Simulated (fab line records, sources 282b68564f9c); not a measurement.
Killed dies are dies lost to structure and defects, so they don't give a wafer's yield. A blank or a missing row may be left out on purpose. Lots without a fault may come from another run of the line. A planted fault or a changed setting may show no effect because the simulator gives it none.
Problem report in the 8D (eight disciplines) form, filled by code | flow rit_cmos | the parts of the form that need people (team, actions taken, sign-off) are left out

1. THE PROBLEM
o2_flow_sccm at RIT_PLDD_STRIP_09 reads a mean of 3205 sccm on 3 wafers of 2 lots; wafers without a fault read 4000 sccm with a standard deviation of 14. That is -57 standard deviations from the usual mean.
The step: strips in O2, time 180 s.
First seen on wafer L382.2, day 5 10:19, on plasma_asher-02. The record holds 42 wafers of 14 lots with a number at this step. Rule for "out", or "out of limits": more than 4 standard deviations from the usual mean. The other wafers with a number count as sound.

2. WHAT IT IS AND WHAT IT IS NOT
question                    | is                     | is not
which readings at this step | o2_flow_sccm           | drypump_motor_current_A
which lots                  | L382, L385             | L370, L371, L372, L373, L374, L375, L376, L377, L388, L389, L391, L392
which wafers of those lots  | L382.2, L385.3, L385.5 | L382.4, L382.5, L385.4
read on which tools         | plasma_asher-02        | plasma_asher-01, plasma_asher-04
when                        | from day 5 10:19       | up to then (26 sound wafers); but 13 sound wafers of L385, L388, L389, L391, L392 came after

3. SUSPECTS, AND WHAT RULES EACH OUT
Counting: a tool at a process step up to the reading stays a suspect if it ran every lot that is out. Sound lots after the first of them don't rule it out here, since some wafers of a struck lot are sound.
- plasma_asher-02 at RIT_PLDD_STRIP_09 (strips in O2, time 180 s): kept. It ran every lot that is out, first L382 (day 5 10:19); its last sound lot up to then is L376 (day 4 00:55). Its own readings are out on those wafers: o2_flow_sccm.
- Within plasma_asher-02 at RIT_PLDD_STRIP_09: the wafers that are out ran in chamber 1; their sound lot-mates ran in chamber 0.
Left after counting: plasma_asher-02 at RIT_PLDD_STRIP_09.

4. THE CAUSE (what the simulator had put in)
Process parameter drift: plasma_asher-02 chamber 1, from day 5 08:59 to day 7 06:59, at RIT_PLDD_STRIP_09. Setting o2_flow_sccm, moved by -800, from 4000. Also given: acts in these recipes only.
Counting left only this tool.

5. THE CHAIN OF EFFECTS, in route order
Each row: a reading whose mean over the struck wafers that have a number lies more than 3 standard deviations from the usual. Only readings for which the record gives a usual standard deviation are gone through. hours: the time from each lot's start at the first step in this table that gives one to its start at this step, as a median over the lots. sigmas: the change in usual standard deviations.
hours | step              | reading      | usual     | on struck wafers | change | sigmas
0     | RIT_PLDD_STRIP_09 | o2_flow_sccm | 4000 sccm | 3205             | -795   | -57
The process steps in it:
- RIT_PLDD_STRIP_09: strips in O2, time 180 s.
Later measuring or inspecting steps at which every struck wafer that the step has a row for has a number for every such reading, and none has moved that far: RIT_SDANNEAL_RS_MEAS_07, RIT_M1_CD_MEAS_09.

6. WHAT WOULD HAVE CAUGHT IT SOONER
In this record the first reading out of limits was taken at day 5 10:19, 1 hour after the fault began at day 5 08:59.
